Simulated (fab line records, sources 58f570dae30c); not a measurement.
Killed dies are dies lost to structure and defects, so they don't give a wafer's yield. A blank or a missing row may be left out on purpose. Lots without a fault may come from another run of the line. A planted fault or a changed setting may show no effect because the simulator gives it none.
Split-lot experiment | flow berkeley_cmos170 | 5 lots, 23 wafers read, on a route of 331 steps

THE SPLIT
At UCB170_PLDD_IMPLANT_09, the setting energy_kev was moved away from the recipe's 10 on 8 of the 23 wafers read, by -5.1% to +2.5%. The other wafers ran this setting at the recipe's value.

The reading is taken at the split's own step.

THE READING
implant.drp_nm (the simulator's own value, which no gauge read), in nm, at UCB170_PLDD_IMPLANT_09. The file gives no usual value for it.

wafer  | tool, chamber at the split | energy_kev as run | against the recipe | implant.drp_nm, nm | against lot-mates on the recipe
L078.1 | implanter-02, 0            | 9.492             | -5.1%              | 5.791              | -0.214
L078.2 | implanter-02, 0            | 9.492             | -5.1%              | 5.791              | -0.214
L078.5 | implanter-02, 0            | 9.492             | -5.1%              | 5.791              | -0.214
L078.4 | implanter-02, 0            | 10                | recipe             | 6.005              | -
L078.6 | implanter-02, 0            | 10                | recipe             | 6.005              | -
L079.1 | implanter-03, 0            | 10                | recipe             | 6.005              | -
L079.3 | implanter-03, 0            | 10                | recipe             | 6.005              | -
L079.4 | implanter-03, 0            | 10                | recipe             | 6.005              | -
L083.1 | implanter-03, 0            | 10.15             | +1.5%              | 6.067              | +0.062
L083.3 | implanter-03, 0            | 10.15             | +1.5%              | 6.067              | +0.062
L083.4 | implanter-03, 0            | 10.15             | +1.5%              | 6.067              | +0.062
L083.2 | implanter-03, 0            | 10                | recipe             | 6.005              | -
L083.6 | implanter-03, 0            | 10                | recipe             | 6.005              | -
L081.1 | implanter-01, 0            | 10                | recipe             | 6.005              | -
L081.2 | implanter-01, 0            | 10                | recipe             | 6.005              | -
L081.4 | implanter-01, 0            | 10                | recipe             | 6.005              | -
L081.5 | implanter-01, 0            | 10                | recipe             | 6.005              | -
L081.6 | implanter-01, 0            | 10                | recipe             | 6.005              | -
L084.1 | implanter-02, 0            | 10                | recipe             | 6.005              | -
L084.5 | implanter-02, 0            | 10                | recipe             | 6.005              | -
L084.6 | implanter-02, 0            | 10                | recipe             | 6.005              | -
L084.2 | implanter-02, 0            | 10.25             | +2.5%              | 6.108              | +0.103
L084.4 | implanter-02, 0            | 10.25             | +2.5%              | 6.108              | +0.103

THE FIT
A straight line over all 23 wafers: implant.drp_nm changes by +0.0419 nm for each +1% of energy_kev; r = +1.00; the points scatter about the line by 0.00063 nm.
The same after taking each lot's own level away (the mean of its wafers on the recipe; 23 wafers): +0.0419 nm for each +1%; r = +1.00; scatter 0.00063 nm.
On that fit, the largest move of energy_kev shifts the reading by 0.21 nm.
The lots' own levels span 6.0050 to 6.0050 nm.
So the lot-to-lot level changes the slope little: the two slopes agree.
Check: with one of the wafers moved furthest among these (-5.1%) left out of the fit, the line predicts -0.213 nm for it against its lot-mates. It came out at -0.214 nm against them.

OTHER SPLITS ON THESE WAFERS
These wafers also went through other splits before the reading. Each is held against what the fit with the lots' levels taken away leaves over:
other split on the same wafers    | wafers away from the commonest value | r with implant.drp_nm (lot level and that fit taken away)
UCB170_PFIELD_IMPLANT_07 dose_cm2 | 8                                    | +0.25
UCB170_FIELD_OXIDATION_01 temp_c  | 10                                   | +0.13
UCB170_NVT_COAT_01 resist_thk_nm  | 9                                    | +0.04
UCB170_GATE_COAT_07 spin_rpm      | 8                                    | -0.09
UCB170_PLDD_EXPOSE_03 dose_mj     | 7                                    | +0.17

THE WHOLE CHAIN: every reading that the file lists as answering this split, in the file's order
step                   | what it does | reading                                                         | change (the file's fit)                | r (the file's)
UCB170_PLDD_IMPLANT_09 |              | implant.rp_nm (the simulator's own value, which no gauge read)  | +0.0764 nm for each +1% of the setting | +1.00
UCB170_PLDD_IMPLANT_09 |              | implant.drp_nm (the simulator's own value, which no gauge read) | +0.0419 nm for each +1% of the setting | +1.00

THE FILE'S OWN FIT
implant.drp_nm changes by +0.0419 nm for each +1% of energy_kev, r = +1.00.
